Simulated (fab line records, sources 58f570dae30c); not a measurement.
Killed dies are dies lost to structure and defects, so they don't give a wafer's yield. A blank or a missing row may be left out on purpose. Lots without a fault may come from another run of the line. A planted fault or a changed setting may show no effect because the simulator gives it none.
A struck lot beside a sound one | flow berkeley_cmos170 | 44 steps out of a route of 331
Sound: wafers L850.3, L850.4, L850.5. Struck: wafers L856.1, L856.3, L856.5. The cause comes at the end.
At each step with rows: each side's tool, then ch and its chambers, then its first start. Under that, the readings that differ: sound wafers | struck wafers | difference of the means | sigmas: that difference in standard deviations of wafers without a fault.
alike: readings whose means differ by less than 2 such deviations, and words and numbers that are the same on both sides. not compared: withheld readings, readings that some wafer has no value for, bounds like >300 that may hide the same value, and numbers for which the record gives no deviation and whose values overlap.
The two part at a step that has a row with sigmas, a row that says differs or no value, or rows on one side only. Numbers that don't overlap but have no deviation are shown without sigmas and don't part them. A reading that every wafer of one side lacks parts them only if that side has two wafers or more.

UCB170_GATE_ETCH_15: etches poly-Si in HBr/Cl2, stops on SiO2, time 56.3 s, target depth 278.2 nm.
  sound on rie_si-02 ch 1,3, day 6 23:43; struck on rie_si-01 ch 0,1, day 8 15:49
  alike: drypump_motor_current_A, mfc_cl2_sccm, oes_product_au, throttle_valve_pct
  not compared: rf_hours_counter_h
UCB170_GATE_STRIP_16: strips in O2.
  sound on plasma_asher-02 ch 0,1, day 6 23:48; struck on plasma_asher-04 ch 0,1, day 8 15:52
  alike: drypump_motor_current_A, oes_product_au
  not compared: rf_hours_counter_h
UCB170_GATE_CD_MEAS_90: target cd 350 nm.
  sound on cd_sem-02, day 6 23:54; struck on cd_sem-02, day 8 15:58
  alike: cd_nm
then, 7 steps without rows for these wafers: UCB170_GATE_CLEAN_17 (cleans in SPM, time 600 s); UCB170_PLDD_HMDS_00 (prime time 60 s); UCB170_PLDD_COAT_01 (resist thk 900 nm); UCB170_PLDD_SOFTBAKE_02 (time 60 s); UCB170_PLDD_EXPOSE_03 (exposes mask PSELECT, target cd 1200 nm); UCB170_PLDD_PEB_04; UCB170_PLDD_DEVELOP_05 (develop time 45 s).
UCB170_PLDD_CD_MEAS_06: target cd 1200 nm.
  sound on cd_sem-02, day 7 01:38; struck on cd_sem-01, day 8 18:04
  alike: cd_nm
UCB170_PLDD_OVL_MEAS_07:
  sound on overlay-02, day 7 01:43; struck on overlay-01, day 8 18:11
  alike: PLDD_OVL
UCB170_PLDD_IMPLANT_08:
  sound on implanter-03 ch 0, day 7 01:48; struck on implanter-03 ch 0, day 8 18:13
  reading            | sound                         | struck                           | difference  | sigmas
  beam_on_s (s)      | 10.16 9.94 9.77               | 39.56 39.06 37.63                | +28.79      | +99 or more
  dose_ions_cm2      | 5.005e+13 5.001e+13 4.997e+13 | 2.4998e+14 2.4997e+14 2.4991e+14 | +1.9994e+14 | +99 or more
  faraday_current_uA | 156 160 161                   | 200 203 211                      | +46         | +14
then, 1 step without rows for these wafers: UCB170_PLDD_IMPLANT_09.
UCB170_PLDD_STRIP_10: strips in O2.
  sound on plasma_asher-03 ch 0,1, day 7 02:05; struck on plasma_asher-03 ch 0,1, day 8 18:31
  alike: drypump_motor_current_A, oes_product_au, strip_time_to_endpoint_s
  not compared: rf_hours_counter_h
UCB170_PLDD_TW_MEAS_11:
  sound on film_metro-01, day 7 02:10; struck on film_metro-03, day 8 18:37
  reading | sound       | struck         | difference | sigmas
  PLDD_TW | 996 994 996 | 1415 1417 1416 | +421       | +51
then, 7 steps without rows for these wafers: UCB170_PLDD_CLEAN_12 (cleans in SPM, time 600 s); UCB170_NLDD_HMDS_00 (prime time 60 s); UCB170_NLDD_COAT_01 (resist thk 900 nm); UCB170_NLDD_SOFTBAKE_02 (time 60 s); UCB170_NLDD_EXPOSE_03 (exposes mask NSELECT, target cd 1200 nm); UCB170_NLDD_PEB_04; UCB170_NLDD_DEVELOP_05 (develop time 45 s).
UCB170_NLDD_CD_MEAS_06: target cd 1200 nm.
  sound on cd_sem-01, day 7 03:32; struck on cd_sem-02, day 8 19:53
  alike: cd_nm
UCB170_NLDD_OVL_MEAS_07:
  sound on overlay-01, day 7 03:38; struck on overlay-01, day 8 20:01
  alike: NLDD_OVL
then, 3 steps without rows for these wafers: UCB170_NLDD_IMPLANT_08; UCB170_NLDD_IMPLANT_09; UCB170_NLDD_STRIP_10 (strips in O2).
UCB170_NLDD_TW_MEAS_11:
  sound on film_metro-03, day 7 04:04; struck on film_metro-01, day 8 20:27
  alike: NLDD_TW
then, 1 step without rows for these wafers: UCB170_NLDD_CLEAN_12 (cleans in SPM, time 600 s).
UCB170_SPACER_CVD_00: deposits SiO2 from TEOS/O2, target thk 376 nm, time 47 s.
  sound on pecvd-02 ch 1,2, day 7 04:19; struck on pecvd-01 ch 0,2, day 8 20:41
  alike: heater_power_w, susceptor_temp_C
UCB170_SPACER_THK_MEAS_01:
  sound on film_metro-01, day 7 04:23; struck on film_metro-03, day 8 20:44
  alike: SPACER_TEOS_THK
then, 1 step without rows for these wafers: UCB170_SPACER_ANNEAL_02 (time 1800 s).
UCB170_SPACER_ETCHBACK_03: etches SiO2 in CHF3/CF4/Ar, stops on Si, target depth 376 nm, time 100 s.
  sound on rie_diel-02 ch 1,2,3, day 7 10:13; struck on rie_diel-03 ch 0,1,2, day 9 03:22
  alike: CHF3_flow_sccm, drypump_motor_current_A, oes_product_au, throttle_valve_pct
  not compared: rf_hours_counter_h
then, 6 steps without rows for these wafers: UCB170_PSD_HMDS_00 (prime time 60 s); UCB170_PSD_COAT_01 (resist thk 900 nm); UCB170_PSD_SOFTBAKE_02 (time 60 s); UCB170_PSD_EXPOSE_03 (exposes mask PSELECT MOD, target cd 1200 nm); UCB170_PSD_PEB_04; UCB170_PSD_DEVELOP_05 (develop time 45 s).
UCB170_PSD_CD_MEAS_06: target cd 1200 nm.
  sound on cd_sem-02, day 7 11:27; struck on cd_sem-01, day 9 04:31
  alike: cd_nm
UCB170_PSD_OVL_MEAS_07:
  sound on overlay-02, day 7 11:32; struck on overlay-02, day 9 04:38
  alike: PSD_OVL
UCB170_SDANNEAL_RS_MEAS_04: measures by four-point-probe.
  sound on film_metro-02, day 7 15:49; struck on film_metro-03, day 9 07:44
  reading          | sound                | struck            | difference | sigmas
  PLDD_RS (ohm/sq) | 1032.3 1031.3 1031.3 | 462.0 461.8 460.6 | -570.2     | -99 or more
UCB170_M3_PROBE_99:
  the record has rows for the sound wafers here (prober-01, day 8 14:49) and none for the struck ones

WHERE THEY PART
First at UCB170_PLDD_IMPLANT_08; last, within this record, at UCB170_M3_PROBE_99.

WHY: what the simulator had put in
Process parameter drift: implanter-03, from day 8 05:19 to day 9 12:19, at UCB170_PLDD_IMPLANT_08. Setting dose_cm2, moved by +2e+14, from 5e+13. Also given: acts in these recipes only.
